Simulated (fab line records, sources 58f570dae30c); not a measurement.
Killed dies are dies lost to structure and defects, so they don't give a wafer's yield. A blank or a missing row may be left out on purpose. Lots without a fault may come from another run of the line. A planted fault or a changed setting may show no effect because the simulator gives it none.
A struck lot beside a sound one | flow berkeley_cmos170 | 14 steps out of a route of 331
Sound: wafers L405.1, L405.4, L405.6. Struck: wafers L404.1, L404.3, L404.4. The cause comes at the end.
At each step with rows: each side's tool, then ch and its chambers, then its first start. Under that, the readings that differ: sound wafers | struck wafers | difference of the means | sigmas: that difference in standard deviations of wafers without a fault.
alike: readings whose means differ by less than 2 such deviations, and words and numbers that are the same on both sides. not compared: withheld readings, readings that some wafer has no value for, bounds like >300 that may hide the same value, and numbers for which the record gives no deviation and whose values overlap.
The two part at a step that has a row with sigmas, a row that says differs or no value, or rows on one side only. Numbers that don't overlap but have no deviation are shown without sigmas and don't part them. A reading that every wafer of one side lacks parts them only if that side has two wafers or more.

UCB170_M3_RS_MEAS_02: measures by four-point-probe.
  sound on film_metro-03, day 11 06:29; struck on film_metro-02, day 10 23:09
  alike: M3_AL_RS
UCB170_M3_THK_MEAS_03: measures by xrf.
  sound on film_metro-03, day 11 06:37; struck on film_metro-02, day 10 23:16
  alike: M3_AL_THK
then, 3 steps without rows for these wafers: UCB170_M3_HMDS_04 (prime time 60 s); UCB170_M3_COAT_05 (resist thk 900 nm); UCB170_M3_SOFTBAKE_06 (time 60 s).
UCB170_M3_STRIP_07: strips in O2.
  sound on plasma_asher-01 ch 0,1, day 11 07:07; struck on plasma_asher-01 ch 0,1, day 11 00:45
  alike: drypump_motor_current_A, oes_product_au, strip_time_to_endpoint_s
  not compared: rf_hours_counter_h
then, 6 steps without rows for these wafers: UCB170_M3_STRIP_08 (strips KrF in DMSO, time 600 s); UCB170_M3_COAT_09; UCB170_M3_COAT_10 (resist thk 900 nm); UCB170_M3_SOFTBAKE_11 (time 60 s); UCB170_M3_EXPOSE_12 (exposes mask METAL3, target cd 700 nm); UCB170_M3_PEB_13.
UCB170_M3_DEVELOP_14: develop time 45 s.
  sound on litho_track-01 ch 0, day 11 08:00; struck on litho_track-02, day 11 02:00
  no value came back on the struck wafers for chill_plate_temp_C (C), develop_time_s (s); on the sound wafers chill_plate_temp_C (C) reads 23.09 22.85 22.92
  reading                             | sound             | struck            | difference | sigmas
  model.KrF_of_M3_COAT_10.thk_nm (nm) | 885.1 884.4 889.5 | 902.6 902.4 903.1 | +16.4      |
UCB170_M3_CD_MEAS_15: target cd 700 nm.
  sound on cd_sem-02, day 11 08:56; struck on cd_sem-01, day 11 03:01
  reading    | sound             | struck | difference                    | sigmas
  cd_nm (nm) | 697.2 698.9 699.3 | - - -  | no value on the struck wafers |

WHERE THEY PART
First at UCB170_M3_DEVELOP_14; last, within this record, at UCB170_M3_CD_MEAS_15.

WHY: what the simulator had put in
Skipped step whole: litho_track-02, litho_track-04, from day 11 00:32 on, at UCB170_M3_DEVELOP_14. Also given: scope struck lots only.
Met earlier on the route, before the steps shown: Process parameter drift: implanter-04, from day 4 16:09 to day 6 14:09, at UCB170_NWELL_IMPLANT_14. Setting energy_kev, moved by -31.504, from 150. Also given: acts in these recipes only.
